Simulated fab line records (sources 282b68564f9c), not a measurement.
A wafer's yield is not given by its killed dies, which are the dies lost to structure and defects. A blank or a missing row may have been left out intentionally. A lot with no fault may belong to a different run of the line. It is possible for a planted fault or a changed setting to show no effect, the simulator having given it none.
Which tool is to blame? :: flow ritCmos :: 42 wafers from 14 lots sampled at 2 of the route's 202 steps

== WHAT THE GAUGES READ, wafer by wafer ==
RIT_ACTIVE_THK_MEAS_02.
lot: L615
measured: day 1 12:04
on: filmMetro-01
ACTIVE_OXIDE_THK (nm): 45.8 45.9 46.6

lot: L616
measured: day 1 17:04
on: filmMetro-01
ACTIVE_OXIDE_THK (nm): 46.9 47.2 47.9

lot: L618
measured: day 2 03:08
on: filmMetro-04
ACTIVE_OXIDE_THK (nm): 47.5 48.0 47.1

lot: L619
measured: day 2 09:48
on: filmMetro-01
ACTIVE_OXIDE_THK (nm): 46.6 46.9 46.8

lot: L620
measured: day 2 13:03
on: filmMetro-04
ACTIVE_OXIDE_THK (nm): 45.9 45.7 45.8

lot: L621
measured: day 2 18:03
on: filmMetro-01
ACTIVE_OXIDE_THK (nm): 47.5 47.1 47.2

lot: L625
measured: day 3 14:03
on: filmMetro-01
ACTIVE_OXIDE_THK (nm): 47.4 47.3 47.7

lot: L628
measured: day 4 05:04
on: filmMetro-04
ACTIVE_OXIDE_THK (nm): 46.2 46.4 46.3

lot: L631
measured: day 4 21:07
on: filmMetro-04
ACTIVE_OXIDE_THK (nm): 46.2 46.4 46.6

lot: L632
measured: day 5 01:15
on: filmMetro-04
ACTIVE_OXIDE_THK (nm): 47.9 47.7 48.6

lot: L634
measured: day 5 12:08
on: filmMetro-02
ACTIVE_OXIDE_THK (nm): 47.4 47.8 48.4

lot: L635
measured: day 5 16:55
on: filmMetro-02
ACTIVE_OXIDE_THK (nm): 46.5 46.7 47.1

lot: L636
measured: day 5 21:49
on: filmMetro-04
ACTIVE_OXIDE_THK (nm): 46.4 46.6 46.6

lot: L638
measured: day 6 12:20
on: filmMetro-02
ACTIVE_OXIDE_THK (nm): 47.4 47.0 46.5

RIT_M1_OVL_MEAS_10.
lot: L615
measured: day 3 07:27
on: overlay-01
M1_OVL (nm): 1.0 0.8 0.7

lot: L616
measured: day 3 13:16
on: overlay-01
M1_OVL (nm): 1.6 0.5 1.1

lot: L618
measured: day 3 21:58
on: overlay-02
M1_OVL (nm): -1.3 -2.1 -0.1

lot: L619
measured: day 4 05:41
on: overlay-02
M1_OVL (nm): -0.8 1.0 -0.7

lot: L620
measured: day 4 08:30
on: overlay-01
M1_OVL (nm): -5.6 -3.5 -2.8

lot: L621
measured: day 4 13:25
on: overlay-01
M1_OVL (nm): -1.0 -1.2 -0.4

lot: L625
measured: day 5 10:02
on: overlay-01
M1_OVL (nm): -2.6 -3.7 -1.9

lot: L628
measured: day 6 03:29
on: overlay-02
M1_OVL (nm): -0.8 -0.6 -0.5

lot: L631
measured: day 6 18:59
on: overlay-01
M1_OVL (nm): -0.1 -2.5 -0.5

lot: L632
measured: day 6 22:57
on: overlay-01
M1_OVL (nm): -0.2 -3.1 -2.8

lot: L634
measured: day 7 11:15
on: overlay-01
M1_OVL (nm): -1.5 -1.6 -1.4

lot: L635
measured: day 7 16:28
on: overlay-02
M1_OVL (nm): 0.9 1.1 -1.4

lot: L636
measured: day 8 02:04
on: overlay-02
M1_OVL (nm): 0.4 1.2 0.5

lot: L638
measured: day 8 16:31
on: overlay-01
M1_OVL (nm): -1.7 1.1 -0.9

== EACH LOT AND THE TOOL THAT RAN IT (in order: tool; ch and the chambers of the sampled wafers; start) ==
There is no process step in the record ahead of these readings.

== AS READ BY THE TOOLS THEMSELVES (means over the sampled wafers that have a number; for cases with no such wafer, the mark the record gives instead) ==
The record holds no such reading with a usual standard deviation.

== THE ANSWER, worked out from the rows above alone ==
Rule: usual is defined by the lots themselves. The widest of any qualifying gaps counts: lots, ordered by their means at a reading, are off when they make up no more than a third of the lots, leave a main group of 4 or more, and stand apart from it by 3 or more times the standard deviation of that group's means. The tables above print the reading to a certain number of digits; a main group whose means all agree to those digits is not used. A lot without any number at a reading at which 4 lots or more have one is off too. The other lots that the step has rows for count as sound. After the gauges, taken in route order, come the tools' own readings; for these a lot's mean is taken, as printed above. The first step at which some lot is off is used, and at that step the reading that is off furthest; a lot without a number counts as furthest.
No lot is off on any of the readings shown, so nothing can be concluded from this.

== WHAT WAS PUT IN BY THE SIMULATOR ==
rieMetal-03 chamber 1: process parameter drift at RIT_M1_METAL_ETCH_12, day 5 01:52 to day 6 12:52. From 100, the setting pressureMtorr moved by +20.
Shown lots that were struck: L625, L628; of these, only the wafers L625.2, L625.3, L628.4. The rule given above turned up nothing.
